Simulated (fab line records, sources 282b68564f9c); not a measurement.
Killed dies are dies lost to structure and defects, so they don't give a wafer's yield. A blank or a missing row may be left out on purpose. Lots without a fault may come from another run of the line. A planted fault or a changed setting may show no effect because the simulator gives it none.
fab line records | flow rit_cmos
record lots=5 wafers=23
route steps=202 shown ACTIVE@4 FOX1@20 NWELL@36 PWELL@47 WELLDRIVE@50 NRETRO@55 NLDD@105
start_h: hours from the record's first day to the start of the lot's first wafer shown | wait_h: hours since the lot's step before | " the same as in the row above | L1.1+2: a row that stands for several wafers | - no value, or no start given | * or withheld: withheld | < > ~ a bound
route shown NAME@n: a module of which the file shows steps, and the number in the route of the first | usual: mean/standard deviation of fault-free wafers | same: alike in all rows | chamber/n: place in a boat | sites: the reading at each site | _std_site: their standard deviation | _edge_site: outer sites' mean less inner sites' | radius_mm: how far each site lies from the wafer's centre | mask NAME#n: copy n | behind: the tool/chamber that last shaped the wafer | hold: why the lot was held/for how many hours/how that ended | device: the transistor (n, p or np) that didn't switch | end of line: the same wafers' tests at the end of the route | a step without rows: its recipe alone | killed: dies lost to structure and defects at the first sort, not the wafer's yield | map: a wafer's dies, x killed, . not, _ none there
set.NAME: the setting as run; set.NAME@STEP: as run at that earlier step | model.NAME: the simulator's own value behind a step, which no gauge read
lots whose settings were changed on purpose; a table a step, a row a wafer
## steps
# step RIT_ACTIVE_CVD_03
# recipe material=Si3N4 target_thk_nm=150 temp_c=810 precursor=SiH2Cl2/NH3 time_s=1500 pressure_mtorr=300 sih2cl2_flow_sccm=60 nh3_flow_sccm=150
# columns lot.wafer tool chamber start_h wait_h set.time_s model.Si3N4_of_ACTIVE_CVD_03.thk_nm
L078.2 - - - 0.0 1720 171.6
L078.3 " - " " 1720 172
L078.4 " - " " 1720 171.5
L078.5 " - " " 1720 173.7
L078.6 " - " " 1720 172.9
L080.1 lpcvd-02 1 42.53 0.1 1500 150.4
L080.4 " 1 " " 1500 149.8
L080.5 " 1 " " 1500 149.4
L081.1 - - - 0.1 1500 150.6
L081.2 " - " " 1500 149.8
L081.3 " - " " 1500 151.1
L081.5 " - " " 1500 151.9
L081.6 " - " " 1500 149.5
L084.2 - - - 0.0 1411 139.4
L084.3 " - " " 1411 139.9
L084.4 " - " " 1411 139.6
L084.5 " - " " 1411 139.1
L084.6 " - " " 1411 139.5
L085.1 - - - 0.1 1711 171.2
L085.2 " - " " 1711 171.3
L085.3 " - " " 1711 172
L085.5 " - " " 1711 171.9
L085.6 " - " " 1711 170.3
# step RIT_ACTIVE_THK_MEAS_04
# recipe reads=Si3N4_of_ACTIVE_CVD_03
# usual ACTIVE_NITRIDE_THK=149.8/1.2
# columns lot.wafer tool chamber start_h wait_h set.time_s@ACTIVE_CVD_03 ACTIVE_NITRIDE_THK[nm]
L078.2 film_metro-04 - - - 1720 171.5
L078.3 " - " " 1720 172.1
L078.4 " - " " 1720 171.3
L078.5 " - " " 1720 173.7
L078.6 " - " " 1720 172.9
L080.1 film_metro-04 - 43.95 0.0 1500 150.5
L080.4 " - " " 1500 149.7
L080.5 " - " " 1500 149.5
L081.1 film_metro-04 - - - 1500 150.7
L081.2 " - " " 1500 149.8
L081.3 " - " " 1500 151.0
L081.5 " - " " 1500 151.9
L081.6 " - " " 1500 149.4
L084.2 film_metro-04 - - - 1411 139.3
L084.3 " - " " 1411 139.7
L084.4 " - " " 1411 139.7
L084.5 " - " " 1411 139.1
L084.6 " - " " 1411 139.6
L085.1 film_metro-01 - - - 1711 171.3
L085.2 " - " " 1711 171.2
L085.3 " - " " 1711 172.0
L085.5 " - " " 1711 171.8
L085.6 " - " " 1711 170.4
# step RIT_ACTIVE_EXPOSE_08
# recipe mask_id=M1 na=0.6 source_shape=conventional sigma_outer=0.6 target_cd_nm=1400 dose_mj=225
# columns lot.wafer tool chamber start_h wait_h mask set.dose_mj
L078.2+3+6 iline_stepper-01 0 34.96 0.2 M1#0 225
L078.4+5 " 0 " " M1#0 234.3
L080.1+4+5 iline_stepper-02 0 44.58 0.2 M1#0 225
L081.1+3+6 iline_stepper-01 0 50.48 0.2 M1#0 229.7
L081.2+5 " 0 " " M1#0 225
L084.2+3+4+5+6 iline_stepper-01 0 64.99 0.2 M1#0 225
L085.1+2+3+5+6 iline_stepper-02 0 71.93 0.2 M1#0 225
# step RIT_ACTIVE_PEB_09
# recipe resist=NOVOLAK temp_c=withheld time_s=withheld
# step RIT_ACTIVE_DEVELOP_10
# recipe resist=NOVOLAK develop_time_s=50 dev_temp_c=23
# step RIT_ACTIVE_CD_MEAS_11
# recipe target_cd_nm=1400
# usual cd_nm=1399.7/2.3
# columns lot.wafer tool chamber start_h wait_h set.dose_mj@ACTIVE_EXPOSE_08 cd_nm
L078.2 cd_sem-01 - 35.36 - 225 1399.0
L078.3 " - " " 225 1398.7
L078.4 " - " " 234.3 1387.4
L078.5 " - " " 234.3 1388.3
L078.6 " - " " 225 1398.2
L080.1 cd_sem-02 - 44.98 - 225 1401.9
L080.4 " - " " 225 1400.6
L080.5 " - " " 225 1401.8
L081.1 cd_sem-01 - 50.88 - 229.7 1395.0
L081.2 " - " " 225 1400.1
L081.3 " - " " 229.7 1395.4
L081.5 " - " " 225 1400.5
L081.6 " - " " 229.7 1392.6
L084.2 cd_sem-02 - 65.39 - 225 1400.1
L084.3 " - " " 225 1400.1
L084.4 " - " " 225 1401.4
L084.5 " - " " 225 1399.3
L084.6 " - " " 225 1399.7
L085.1 cd_sem-02 - 72.33 - 225 1400.1
L085.2 " - " " 225 1401.1
L085.3 " - " " 225 1398.4
L085.5 " - " " 225 1401.5
L085.6 " - " " 225 1397.5
# step RIT_ACTIVE_HARDBAKE_12
# recipe resist=NOVOLAK temp_c=140 time_s=60
# step RIT_ACTIVE_ETCH_13
# recipe stop_on=SiO2 chemistry=SF6 target=Si3N4 time_s=210 over_etch_frac=0.4 SF6_flow_sccm=200 pressure_mtorr=260 rf_w=125 target_depth_a=2100
# usual oes_product_au=0.820/0.013
# columns lot.wafer tool chamber start_h wait_h set.time_s@ACTIVE_CVD_03 set.dose_mj@ACTIVE_EXPOSE_08 oes_product_au model.etch.depth_nm model.ACTIVE.feature_depth_nm model.ACTIVE.cd_nm
L078.2 rie_diel-01 0 35.61 0.1 1720 225 0.871 171.6 174.4 1399
L078.3 " 3 " " 1720 225 0.886 172 172 1399
L078.4 " 3 " " 1720 234.3 0.884 - 171.5 1388
L078.5 " 0 " " 1720 234.3 0.879 - 176.6 1388
L078.6 " 2 " " 1720 225 0.902 172.9 172.9 1398
L080.1 rie_diel-03 1 45.25 0.1 1500 225 0.827 150.4 152.2 1402
L080.4 " 2 " " 1500 225 0.815 149.8 149.8 1400
L080.5 " 2 " " 1500 225 0.819 149.4 149.4 1402
L081.1 rie_diel-01 0 51.15 0.1 1500 229.7 0.809 - 153.4 1395
L081.2 " 1 " " 1500 225 0.827 149.8 149.8 1401
L081.3 " 3 " " 1500 229.7 0.828 151.1 151.1 1395
L081.5 " 3 " " 1500 225 0.832 - 151.9 1401
L081.6 " 0 " " 1500 229.7 0.805 149.5 152.3 1392
L084.2 rie_diel-04 2 65.64 0.1 1411 225 0.803 139.4 139.7 1400
L084.3 " 0 " " 1411 225 0.816 - 139.9 1400
L084.4 " 2 " " 1411 225 0.808 - 139.9 1401
L084.5 " 3 " " 1411 225 0.797 139.1 142.1 1399
L084.6 " 0 " " 1411 225 0.803 - 139.5 1400
L085.1 rie_diel-03 1 72.60 0.1 1711 225 0.879 171.2 173 1400
L085.2 " 0 " " 1711 225 0.860 171.3 173.2 1401
L085.3 " 2 " " 1711 225 0.881 172 172 1398
L085.5 " 1 " " 1711 225 0.881 171.9 173.7 1402
L085.6 " 2 " " 1711 225 0.882 170.3 170.3 1398
# step RIT_ACTIVE_STRIP_14
# recipe chemistry=O2 time_s=180 resist=NOVOLAK platen_temp_c=withheld power_w=500 pressure_mtorr=4000 o2_flow_sccm=4000
# step RIT_ACTIVE_CD_MEAS_90
# recipe target_cd_nm=1400
# usual cd_nm=1399.7/2.3
# columns lot.wafer tool chamber start_h wait_h set.dose_mj@ACTIVE_EXPOSE_08 cd_nm
L078.2 cd_sem-02 - 35.93 0.1 225 1399.6
L078.3 " - " " 225 1399.4
L078.4 " - " " 234.3 1387.5
L078.5 " - " " 234.3 1388.1
L078.6 " - " " 225 1398.2
L080.1 cd_sem-02 - 45.56 0.1 225 1401.5
L080.4 " - " " 225 1400.4
L080.5 " - " " 225 1401.4
L081.1 cd_sem-02 - 51.46 0.1 229.7 1394.8
L081.2 " - " " 225 1400.5
L081.3 " - " " 229.7 1395.5
L081.5 " - " " 225 1400.5
L081.6 " - " " 229.7 1392.7
L084.2 cd_sem-02 - 65.96 0.1 225 1400.0
L084.3 " - " " 225 1400.0
L084.4 " - " " 225 1400.8
L084.5 " - " " 225 1398.6
L084.6 " - " " 225 1399.6
L085.1 cd_sem-02 - 72.91 0.1 225 1400.3
L085.2 " - " " 225 1400.7
L085.3 " - " " 225 1398.7
L085.5 " - " " 225 1401.6
L085.6 " - " " 225 1397.5
# step RIT_FOX1_OXIDATION_00
# recipe temp_c=1100 ambient=H2O target_thk_a=3507 p_h2o_torr=720 ox_time_s=1130
# columns lot.wafer tool chamber start_h wait_h set.temp_c set.time_s@ACTIVE_CVD_03 model.Si3N4_of_ACTIVE_CVD_03.thk_nm
L078.2 - - - 0.4 1100 1720 164.1
L078.3 " - " " 1100 1720 164.5
L078.4 " - " " 1100 1720 164
L078.5 " - " " 1100 1720 166.3
L078.6 " - " " 1100 1720 165.4
L080.1 furnace-01 0 47.18 1.1 1100 1500 143
L080.4 " 0 " " 1100 1500 142.4
L080.5 " 0 " " 1100 1500 142
L081.1 - - - 0.1 1100 1500 143.2
L081.2 " - " " 1100 1500 142.4
L081.3 " - " " 1100 1500 143.7
L081.5 " - " " 1100 1500 144.5
L081.6 " - " " 1100 1500 142.1
L084.2 - - - 2.4 1082 1411 132.6
L084.3 " - " " 1082 1411 133
L084.4 " - " " 1082 1411 132.8
L084.5 " - " " 1082 1411 132.3
L084.6 " - " " 1082 1411 132.7
L085.1+2 - - - 1.1 1112 1711 163.4
L085.3 " - " " 1112 1711 164.2
L085.5 " - " " 1112 1711 164.1
L085.6 " - " " 1112 1711 162.5
# step RIT_NWELL_IMPLANT_08
# recipe species=P energy_kev=170 dose_cm2=5e+13 tilt_deg=7
# columns lot.wafer tool chamber start_h wait_h set.dose_cm2
L078.2+5+6 implanter-01 0 41.82 0.2 5e+13
L078.3+4 " 0 " " 4.849e+13
L080.1+4+5 implanter-04 0 52.37 0.2 5e+13
L081.1+3+5 implanter-03 0 57.24 0.2 5.269e+13
L081.2+6 " 0 " " 5e+13
L084.2+3+4+5+6 implanter-04 0 75.68 0.2 5e+13
L085.1+2+3 implanter-03 0 79.41 0.2 5e+13
L085.5+6 " 0 " " 4.658e+13
# step RIT_NWELL_STRIP_09
# recipe chemistry=O2 time_s=180 resist=NOVOLAK platen_temp_c=withheld power_w=500 pressure_mtorr=4000 o2_flow_sccm=4000
# step RIT_NWELL_TW_MEAS_10
# usual NWELL_TW=2136/22
# columns lot.wafer tool chamber start_h wait_h set.dose_cm2@NWELL_IMPLANT_08 NWELL_TW
L078.2 film_metro-02 - 42.13 0.1 5e+13 2115
L078.3 " - " " 4.849e+13 2089
L078.4 " - " " 4.849e+13 2083
L078.5 " - " " 5e+13 2119
L078.6 " - " " 5e+13 2104
L080.1 film_metro-03 - 52.69 0.1 5e+13 2160
L080.4 " - " " 5e+13 2148
L080.5 " - " " 5e+13 2157
L081.1 film_metro-01 - 57.56 0.1 5.269e+13 2172
L081.2 " - " " 5e+13 2140
L081.3 " - " " 5.269e+13 2166
L081.5 " - " " 5.269e+13 2168
L081.6 " - " " 5e+13 2134
L084.2 film_metro-03 - 75.99 0.1 5e+13 2145
L084.3 " - " " 5e+13 2144
L084.4 " - " " 5e+13 2150
L084.5 " - " " 5e+13 2160
L084.6 " - " " 5e+13 2143
L085.1 film_metro-03 - 79.73 0.1 5e+13 2151
L085.2 " - " " 5e+13 2146
L085.3 " - " " 5e+13 2164
L085.5 " - " " 4.658e+13 2103
L085.6 " - " " 4.658e+13 2108
# step RIT_PWELL_IMPLANT_08
# recipe species=B energy_kev=170 dose_cm2=7e+13 tilt_deg=7
# columns lot.wafer tool chamber start_h wait_h set.dose_cm2
L078.2+3+4+5+6 implanter-04 0 43.59 0.2 7e+13
L080.1+4+5 implanter-02 0 54.02 0.2 7e+13
L081.1+2 implanter-03 0 58.91 0.2 6.742e+13
L081.3+5+6 " 0 " " 7e+13
L084.2+3 implanter-03 0 77.36 0.2 7e+13
L084.4+5+6 " 0 " " 6.749e+13
L085.1+2+6 implanter-02 0 81.13 0.2 7e+13
L085.3+5 " 0 " " 7.505e+13
# step RIT_PWELL_STRIP_09
# recipe chemistry=O2 time_s=180 resist=NOVOLAK platen_temp_c=withheld power_w=500 pressure_mtorr=4000 o2_flow_sccm=4000
# step RIT_PWELL_TW_MEAS_10
# usual PWELL_TW=948/10
# columns lot.wafer tool chamber start_h wait_h set.dose_cm2@PWELL_IMPLANT_08 PWELL_TW
L078.2 film_metro-02 - 43.90 0.1 7e+13 937
L078.3 " - " " 7e+13 929
L078.4 " - " " 7e+13 938
L078.5 " - " " 7e+13 935
L078.6 " - " " 7e+13 928
L080.1 film_metro-03 - 54.34 0.1 7e+13 966
L080.4 " - " " 7e+13 963
L080.5 " - " " 7e+13 960
L081.1 film_metro-01 - 59.24 0.1 6.742e+13 933
L081.2 " - " " 6.742e+13 936
L081.3 " - " " 7e+13 944
L081.5 " - " " 7e+13 943
L081.6 " - " " 7e+13 948
L084.2 film_metro-02 - 77.67 0.1 7e+13 938
L084.3 " - " " 7e+13 936
L084.4 " - " " 6.749e+13 929
L084.5 " - " " 6.749e+13 928
L084.6 " - " " 6.749e+13 925
L085.1 film_metro-03 - 81.45 0.1 7e+13 957
L085.2 " - " " 7e+13 957
L085.3 " - " " 7.505e+13 987
L085.5 " - " " 7.505e+13 981
L085.6 " - " " 7e+13 961
# step RIT_WELLDRIVE_ANNEAL_00
# recipe temp_c=1100 time_s=14700 ambient=N2
# step RIT_WELLDRIVE_RS_MEAS_01
# recipe thk_meas_gauge=four-point-probe
# usual NWELL_RS=275.9/0.78
# columns lot.wafer tool chamber start_h wait_h set.dose_cm2@NWELL_IMPLANT_08 NWELL_RS[ohm/sq]
L078.2 film_metro-03 - 49.74 0.0 5e+13 276.3
L078.3 " - " " 4.849e+13 280.9
L078.4 " - " " 4.849e+13 281.8
L078.5 " - " " 5e+13 275.6
L078.6 " - " " 5e+13 276.6
L080.1 film_metro-02 - 59.96 0.0 5e+13 275.2
L080.4 " - " " 5e+13 275.2
L080.5 " - " " 5e+13 275.8
L081.1 film_metro-03 - 65.00 0.0 5.269e+13 268.5
L081.2 " - " " 5e+13 276.5
L081.3 " - " " 5.269e+13 267.3
L081.5 " - " " 5.269e+13 267.7
L081.6 " - " " 5e+13 276.7
L084.2 film_metro-03 - 82.82 0.0 5e+13 277.0
L084.3 " - " " 5e+13 276.6
L084.4 " - " " 5e+13 276.6
L084.5 " - " " 5e+13 277.1
L084.6 " - " " 5e+13 277.0
L085.1 film_metro-03 - 87.88 0.0 5e+13 275.9
L085.2 " - " " 5e+13 276.7
L085.3 " - " " 5e+13 276.1
L085.5 " - " " 4.658e+13 288.5
L085.6 " - " " 4.658e+13 288.6
# step RIT_WELLDRIVE_RS_MEAS_02
# recipe thk_meas_gauge=four-point-probe
# usual PWELL_RS=429.9/1
# columns lot.wafer tool chamber start_h wait_h set.dose_cm2@PWELL_IMPLANT_08 PWELL_RS[ohm/sq]
L078.2 film_metro-03 - 49.86 0.1 7e+13 427.9
L078.3 " - " " 7e+13 429.6
L078.4 " - " " 7e+13 430.5
L078.5 " - " " 7e+13 430.1
L078.6 " - " " 7e+13 429.5
L080.1 film_metro-02 - 60.08 0.1 7e+13 429.0
L080.4 " - " " 7e+13 428.0
L080.5 " - " " 7e+13 428.0
L081.1 film_metro-03 - 65.12 0.1 6.742e+13 440.0
L081.2 " - " " 6.742e+13 441.8
L081.3 " - " " 7e+13 430.9
L081.5 " - " " 7e+13 431.5
L081.6 " - " " 7e+13 429.3
L084.2 film_metro-03 - 82.94 0.1 7e+13 430.5
L084.3 " - " " 7e+13 431.7
L084.4 " - " " 6.749e+13 442.2
L084.5 " - " " 6.749e+13 440.8
L084.6 " - " " 6.749e+13 440.3
L085.1 film_metro-03 - 88.00 0.1 7e+13 429.1
L085.2 " - " " 7e+13 428.7
L085.3 " - " " 7.505e+13 411.9
L085.5 " - " " 7.505e+13 411.9
L085.6 " - " " 7e+13 429.8
# step RIT_NRETRO_SOFTBAKE_02
# recipe resist=NOVOLAK temp_c=90 time_s=60
# columns lot.wafer tool chamber start_h wait_h set.temp_c
L078.2+3+4+5+6 litho_track-01 0 50.29 0.1 90
L080.1+4+5 litho_track-01 0 60.50 0.1 90
L081.1+2+3+5+6 litho_track-02 0 65.54 0.1 90
L084.2+4+6 litho_track-02 0 83.37 0.1 90
L084.3+5 " 0 " " 86.8
L085.1+2+5 litho_track-04 0 88.42 0.1 90
L085.3+6 " 0 " " 93.58
# step RIT_NRETRO_EXPOSE_03
# recipe mask_id=M4 na=0.57 target_cd_nm=43900 dose_mj=250
# step RIT_NRETRO_PEB_04
# recipe resist=NOVOLAK temp_c=withheld time_s=withheld
# step RIT_NRETRO_DEVELOP_05
# recipe resist=NOVOLAK develop_time_s=68 dev_temp_c=23
# columns lot.wafer tool chamber start_h wait_h set.temp_c@NRETRO_SOFTBAKE_02 model.NOVOLAK_of_NRETRO_COAT_01.thk_nm
L078.2+6 litho_track-04 0 - - 90 1300
L078.3 " 0 " " 90 1301
L078.4 " 0 " " 90 1302
L078.5 " 0 " " 90 1298
L080.1 litho_track-02 0 - - 90 1301
L080.4 " 0 " " 90 1302
L080.5 " 0 " " 90 1309
L081.1+3+5+6 litho_track-04 0 - - 90 1303
L081.2 " 0 " " 90 1306
L084.2 litho_track-01 0 - - 90 1293
L084.3 " 0 " " 86.8 1309
L084.4 " 0 " " 90 1294
L084.5 " 0 " " 86.8 1307
L084.6 " 0 " " 90 1300
L085.1+2 litho_track-04 0 - - 90 1299
L085.3 " 0 " " 93.58 1290
L085.5 " 0 " " 90 1303
L085.6 " 0 " " 93.58 1287
# step RIT_NRETRO_IMPLANT_08
# recipe species=P energy_kev=70 dose_cm2=1e+13 tilt_deg=7
# columns lot.wafer tool chamber start_h wait_h set.dose_cm2
L078.2+3+4 implanter-04 0 51.15 0.2 1e+13
L078.5+6 " 0 " " 9.334e+12
L080.1+4+5 implanter-02 0 61.41 0.2 1e+13
L081.1+3 implanter-04 0 66.53 0.2 1.067e+13
L081.2+5+6 " 0 " " 1e+13
L084.2+6 implanter-04 0 84.23 0.2 1e+13
L084.3+4+5 " 0 " " 9.338e+12
L085.1+3+6 implanter-02 0 89.29 0.2 9.671e+12
L085.2+5 " 0 " " 1e+13
# step RIT_NRETRO_STRIP_09
# recipe chemistry=O2 time_s=180 resist=NOVOLAK platen_temp_c=withheld power_w=500 pressure_mtorr=4000 o2_flow_sccm=4000
# step RIT_NRETRO_TW_MEAS_10
# usual NRETRO_TW=1050/12
# columns lot.wafer tool chamber start_h wait_h set.dose_cm2@NRETRO_IMPLANT_08 NRETRO_TW
L078.2 film_metro-04 - 51.46 0.1 1e+13 1066
L078.3 " - " " 1e+13 1065
L078.4 " - " " 1e+13 1069
L078.5 " - " " 9.334e+12 1037
L078.6 " - " " 9.334e+12 1042
L080.1 film_metro-02 - 61.73 0.1 1e+13 1038
L080.4 " - " " 1e+13 1042
L080.5 " - " " 1e+13 1039
L081.1 film_metro-01 - 66.85 0.1 1.067e+13 1072
L081.2 " - " " 1e+13 1054
L081.3 " - " " 1.067e+13 1069
L081.5 " - " " 1e+13 1047
L081.6 " - " " 1e+13 1051
L084.2 film_metro-02 - 84.54 0.1 1e+13 1038
L084.3 " - " " 9.338e+12 1012
L084.4 " - " " 9.338e+12 1022
L084.5 " - " " 9.338e+12 1016
L084.6 " - " " 1e+13 1033
L085.1 film_metro-02 - 89.62 0.1 9.671e+12 1025
L085.2 " - " " 1e+13 1035
L085.3 " - " " 9.671e+12 1031
L085.5 " - " " 1e+13 1040
L085.6 " - " " 9.671e+12 1023
# step RIT_NLDD_SOFTBAKE_02
# recipe resist=NOVOLAK temp_c=90 time_s=60
# columns lot.wafer tool chamber start_h wait_h set.temp_c
L078.2+4 litho_track-03 0 66.40 0.1 91.44
L078.3+5+6 " 0 " " 90
L080.1+4+5 litho_track-01 0 75.97 0.1 90
L081.1+3+5 litho_track-04 0 78.72 0.1 90
L081.2+6 " 0 " " 86.36
L084.2+4+6 litho_track-01 0 95.82 0.1 90
L084.3+5 " 0 " " 87.07
L085.1+3+5 litho_track-01 0 103.05 0.1 90
L085.2+6 " 0 " " 87.76
# step RIT_NLDD_EXPOSE_03
# recipe mask_id=M7 na=0.57 target_cd_nm=40700 dose_mj=250
# step RIT_NLDD_PEB_04
# recipe resist=NOVOLAK temp_c=withheld time_s=withheld
# step RIT_NLDD_DEVELOP_05
# recipe resist=NOVOLAK develop_time_s=50 dev_temp_c=23
# columns lot.wafer tool chamber start_h wait_h set.temp_c@NLDD_SOFTBAKE_02 model.NOVOLAK_of_NLDD_COAT_01.thk_nm
L078.2 litho_track-04 0 - - 91.44 993.6
L078.3 " 0 " " 90 999.5
L078.4 " 0 " " 91.44 994.6
L078.5 " 0 " " 90 997.6
L078.6 " 0 " " 90 998.8
L080.1+5 litho_track-03 0 - - 90 1006
L080.4 " 0 " " 90 1007
L081.1 litho_track-01 0 - - 90 1003
L081.2 " 0 " " 86.36 1010
L081.3 " 0 " " 90 999.9
L081.5 " 0 " " 90 1001
L081.6 " 0 " " 86.36 1014
L084.2 litho_track-01 0 - - 90 1004
L084.3 " 0 " " 87.07 1012
L084.4 " 0 " " 90 1005
L084.5 " 0 " " 87.07 1014
L084.6 " 0 " " 90 1008
L085.1 litho_track-04 0 - - 90 1003
L085.2 " 0 " " 87.76 1006
L085.3+5 " 0 " " 90 1001
L085.6 " 0 " " 87.76 1011
## key
split step=RIT_ACTIVE_CVD_03 setting=time_s stated=1500 by=lot
response step=RIT_ACTIVE_CVD_03 reading=model.Si3N4_of_ACTIVE_CVD_03.thk_nm change=+1.56 per=1% r=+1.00
response step=RIT_ACTIVE_THK_MEAS_04 reading=ACTIVE_NITRIDE_THK change=+1.56 per=1% r=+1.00
response step=RIT_ACTIVE_ETCH_13 reading=oes_product_au change=+0.00388 per=1% r=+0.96
response step=RIT_ACTIVE_ETCH_13 reading=model.etch.depth_nm change=+1.56 per=1% r=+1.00
response step=RIT_ACTIVE_ETCH_13 reading=model.ACTIVE.feature_depth_nm change=+1.58 per=1% r=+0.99
response step=RIT_FOX1_OXIDATION_00 reading=model.Si3N4_of_ACTIVE_CVD_03.thk_nm change=+1.53 per=1% r=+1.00
split step=RIT_ACTIVE_EXPOSE_08 setting=dose_mj stated=225 by=wafer
response step=RIT_ACTIVE_CD_MEAS_11 reading=cd_nm change=-2.66 per=1% r=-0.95
response step=RIT_ACTIVE_ETCH_13 reading=model.ACTIVE.cd_nm change=-2.75 per=1% r=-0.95
response step=RIT_ACTIVE_CD_MEAS_90 reading=cd_nm change=-2.77 per=1% r=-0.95
split step=RIT_FOX1_OXIDATION_00 setting=temp_c stated=1100 by=lot
response none clear
split step=RIT_NWELL_IMPLANT_08 setting=dose_cm2 stated=5e+13 by=wafer
response step=RIT_NWELL_TW_MEAS_10 reading=NWELL_TW change=+6.84 per=1% r=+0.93
response step=RIT_WELLDRIVE_RS_MEAS_01 reading=NWELL_RS change=-1.74 per=1% r=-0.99
split step=RIT_PWELL_IMPLANT_08 setting=dose_cm2 stated=7e+13 by=wafer
response step=RIT_PWELL_TW_MEAS_10 reading=PWELL_TW change=+3.28 per=1% r=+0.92
response step=RIT_WELLDRIVE_RS_MEAS_02 reading=PWELL_RS change=-2.53 per=1% r=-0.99
split step=RIT_NRETRO_SOFTBAKE_02 setting=temp_c stated=90 by=wafer
response step=RIT_NRETRO_DEVELOP_05 reading=model.NOVOLAK_of_NRETRO_COAT_01.thk_nm change=-3.14 per=1% r=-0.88
split step=RIT_NRETRO_IMPLANT_08 setting=dose_cm2 stated=1e+13 by=wafer
response step=RIT_NRETRO_TW_MEAS_10 reading=NRETRO_TW change=+3.31 per=1% r=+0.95
split step=RIT_NLDD_SOFTBAKE_02 setting=temp_c stated=90 by=wafer
response step=RIT_NLDD_DEVELOP_05 reading=model.NOVOLAK_of_NLDD_COAT_01.thk_nm change=-2.51 per=1% r=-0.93
